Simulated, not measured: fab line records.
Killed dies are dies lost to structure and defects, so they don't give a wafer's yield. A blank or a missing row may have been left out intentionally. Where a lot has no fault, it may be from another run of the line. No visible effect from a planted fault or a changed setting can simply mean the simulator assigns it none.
Chamber matching | flow berkeley cmos170 | wet bench-01 running UCB170_SILICIDE_WET_ETCH_05: 3 sister chambers
The step etches Ti in SPM, time 45 s. 3 wafers are shown with their chamber, then 4 later ones without.

== WAFERS, EACH WITH ITS CHAMBER ==
wafer  | chamber | bath guard temp C (C)
L362.5 | 3       | 120.1
L375.5 | 1       | 119.5
L376.2 | 2       | 119.4

== WAFERS WHOSE CHAMBER IS MISSING ==
wafer  | bath guard temp C (C)
L376.3 | 119.8
L381.1 | 120.7
L381.2 | 120.4
L381.4 | 120.2

== THE CHAMBER EACH PASSED THROUGH ==
wafer  | from the rows above          | in truth
L376.3 | can't be placed: 1 or 3 or 2 | 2
L381.1 | can't be placed: 3 or 1 or 2 | 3
L381.2 | can't be placed: 3 or 1 or 2 | 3
L381.4 | can't be placed: 3 or 1 or 2 | 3
Placed correctly: 0 of 4. Unplaceable from these rows: 4, with the true chamber sitting among the candidates in 4. 0 placed wrongly.
How it was worked out, from the rows above alone: a wafer's distance from a chamber is the root of the sum, over the readings, of the square of ((its reading less the chamber's mean) divided by the reading's scatter). If the next closest chamber is less than 2 further off than the closest, the wafer can't be placed; otherwise it belongs to the closest. For every chamber, the mean is computed from those of its wafers that are shown. The scatter: with one shown wafer a chamber, the root of the mean of the squares of how far each hidden wafer lies from its nearest shown one.
